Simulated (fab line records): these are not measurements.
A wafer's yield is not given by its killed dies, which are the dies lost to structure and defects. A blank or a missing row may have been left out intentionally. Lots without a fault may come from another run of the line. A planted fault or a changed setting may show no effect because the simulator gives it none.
Lot-split experiment || flow rit cmos || 23 wafers read across 5 lots, on a route 202 steps long

== ABOUT THE SPLIT ==
At RIT_PRETRO_IMPLANT_08, the setting energy kev was moved away from the recipe's 45 on 10 of the 23 wafers read, by -2.7% to +4.3%. All remaining wafers had this setting at the recipe value.

The split's own step is where the reading is taken.

== THE READING ==
implant.drp nm (the simulator's own value, which no gauge read), in nm, at RIT_PRETRO_IMPLANT_08. The file does not state a usual value for it.

{"wafer": "L075.1", "tool, chamber at the split": "implanter-03, 0", "energy kev as run": 45, "against the recipe": "recipe", "implant.drp nm, nm": 55.07, "against lot-mates on the recipe": "-"}
{"wafer": "L075.2", "tool, chamber at the split": "implanter-03, 0", "energy kev as run": 45, "against the recipe": "recipe", "implant.drp nm, nm": 55.07, "against lot-mates on the recipe": "-"}
{"wafer": "L075.6", "tool, chamber at the split": "implanter-03, 0", "energy kev as run": 45, "against the recipe": "recipe", "implant.drp nm, nm": 55.07, "against lot-mates on the recipe": "-"}
{"wafer": "L075.4", "tool, chamber at the split": "implanter-03, 0", "energy kev as run": 46.93, "against the recipe": "+4.3%", "implant.drp nm, nm": 56.45, "against lot-mates on the recipe": "+1.38"}
{"wafer": "L075.5", "tool, chamber at the split": "implanter-03, 0", "energy kev as run": 46.93, "against the recipe": "+4.3%", "implant.drp nm, nm": 56.45, "against lot-mates on the recipe": "+1.38"}
{"wafer": "L076.1", "tool, chamber at the split": "implanter-02, 0", "energy kev as run": 46.56, "against the recipe": "+3.5%", "implant.drp nm, nm": 56.19, "against lot-mates on the recipe": "+1.12"}
{"wafer": "L076.3", "tool, chamber at the split": "implanter-02, 0", "energy kev as run": 46.56, "against the recipe": "+3.5%", "implant.drp nm, nm": 56.19, "against lot-mates on the recipe": "+1.12"}
{"wafer": "L076.4", "tool, chamber at the split": "implanter-02, 0", "energy kev as run": 46.56, "against the recipe": "+3.5%", "implant.drp nm, nm": 56.19, "against lot-mates on the recipe": "+1.12"}
{"wafer": "L076.5", "tool, chamber at the split": "implanter-02, 0", "energy kev as run": 45, "against the recipe": "recipe", "implant.drp nm, nm": 55.07, "against lot-mates on the recipe": "-"}
{"wafer": "L076.6", "tool, chamber at the split": "implanter-02, 0", "energy kev as run": 45, "against the recipe": "recipe", "implant.drp nm, nm": 55.07, "against lot-mates on the recipe": "-"}
{"wafer": "L078.2", "tool, chamber at the split": "implanter-03, 0", "energy kev as run": 43.78, "against the recipe": "-2.7%", "implant.drp nm, nm": 54.18, "against lot-mates on the recipe": -0.89}
{"wafer": "L078.4", "tool, chamber at the split": "implanter-03, 0", "energy kev as run": 43.78, "against the recipe": "-2.7%", "implant.drp nm, nm": 54.18, "against lot-mates on the recipe": -0.89}
{"wafer": "L078.5", "tool, chamber at the split": "implanter-03, 0", "energy kev as run": 43.78, "against the recipe": "-2.7%", "implant.drp nm, nm": 54.18, "against lot-mates on the recipe": -0.89}
{"wafer": "L078.3", "tool, chamber at the split": "implanter-03, 0", "energy kev as run": 45, "against the recipe": "recipe", "implant.drp nm, nm": 55.07, "against lot-mates on the recipe": "-"}
{"wafer": "L078.6", "tool, chamber at the split": "implanter-03, 0", "energy kev as run": 45, "against the recipe": "recipe", "implant.drp nm, nm": 55.07, "against lot-mates on the recipe": "-"}
{"wafer": "L082.1", "tool, chamber at the split": "implanter-03, 0", "energy kev as run": 45, "against the recipe": "recipe", "implant.drp nm, nm": 55.07, "against lot-mates on the recipe": "-"}
{"wafer": "L082.2", "tool, chamber at the split": "implanter-03, 0", "energy kev as run": 45, "against the recipe": "recipe", "implant.drp nm, nm": 55.07, "against lot-mates on the recipe": "-"}
{"wafer": "L082.6", "tool, chamber at the split": "implanter-03, 0", "energy kev as run": 45, "against the recipe": "recipe", "implant.drp nm, nm": 55.07, "against lot-mates on the recipe": "-"}
{"wafer": "L083.1", "tool, chamber at the split": "implanter-02, 0", "energy kev as run": 45, "against the recipe": "recipe", "implant.drp nm, nm": 55.07, "against lot-mates on the recipe": "-"}
{"wafer": "L083.2", "tool, chamber at the split": "implanter-02, 0", "energy kev as run": 45, "against the recipe": "recipe", "implant.drp nm, nm": 55.07, "against lot-mates on the recipe": "-"}
{"wafer": "L083.6", "tool, chamber at the split": "implanter-02, 0", "energy kev as run": 45, "against the recipe": "recipe", "implant.drp nm, nm": 55.07, "against lot-mates on the recipe": "-"}
{"wafer": "L083.3", "tool, chamber at the split": "implanter-02, 0", "energy kev as run": 46.05, "against the recipe": "+2.3%", "implant.drp nm, nm": 55.83, "against lot-mates on the recipe": "+0.76"}
{"wafer": "L083.5", "tool, chamber at the split": "implanter-02, 0", "energy kev as run": 46.05, "against the recipe": "+2.3%", "implant.drp nm, nm": 55.83, "against lot-mates on the recipe": "+0.76"}

FIT RESULTS
A straight line over all 23 wafers: implant.drp nm changes by +0.324 nm for each +1% of energy kev; r = +1.00; the points scatter about the line by 0.0049 nm.
The same after taking each lot's own level away (the mean of its wafers on the recipe; 23 wafers): +0.324 nm for each +1%; r = +1.00; scatter 0.0049 nm.
On that fit, the largest move of energy kev shifts the reading by 1.4 nm.
The lots' own levels span 55.070 to 55.070 nm.
The two slopes agree, so the slope changes little with the lot-to-lot level.
Check: with one of the wafers moved furthest among these (+4.3%) left out of the fit, the line predicts +1.39 nm for it against its lot-mates. It came out at +1.38 nm against them.

== OTHER SPLITS ON THESE WAFERS ==
These wafers also went through other splits before the reading. Each is held against what the fit with the lots' levels taken away leaves over:
{"other split on the same wafers": "RIT_ACTIVE_CVD_03 pressure mtorr", "wafers away from the commonest value": 15, "r with implant.drp nm (lot level and that fit taken away)": "+0.19"}
{"other split on the same wafers": "RIT_ACTIVE_COAT_06 spin rpm", "wafers away from the commonest value": 6, "r with implant.drp nm (lot level and that fit taken away)": -0.40}
{"other split on the same wafers": "RIT_NWELL_COAT_01 spin rpm", "wafers away from the commonest value": 9, "r with implant.drp nm (lot level and that fit taken away)": "+0.06"}
{"other split on the same wafers": "RIT_PWELL_COAT_01 resist thk nm", "wafers away from the commonest value": 6, "r with implant.drp nm (lot level and that fit taken away)": "+0.23"}
{"other split on the same wafers": "RIT_PWELL_IMPLANT_08 energy kev", "wafers away from the commonest value": 10, "r with implant.drp nm (lot level and that fit taken away)": "+0.42"}
{"other split on the same wafers": "RIT_PRETRO_COAT_01 spin rpm", "wafers away from the commonest value": 6, "r with implant.drp nm (lot level and that fit taken away)": -0.24}

== THE WHOLE CHAIN: every reading that the file lists as answering this split, in the file's order ==
{"step": "RIT_PRETRO_IMPLANT_08", "what it does": "", "reading": "implant.rp nm (the simulator's own value, which no gauge read)", "change (the file's fit)": "+1.36 nm for each +1% of the setting", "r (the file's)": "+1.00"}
{"step": "RIT_PRETRO_IMPLANT_08", "what it does": "", "reading": "implant.drp nm (the simulator's own value, which no gauge read)", "change (the file's fit)": "+0.324 nm for each +1% of the setting", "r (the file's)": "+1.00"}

== THE FILE'S OWN FIT ==
implant.drp nm changes by +0.324 nm for each +1% of energy kev, r = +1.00.
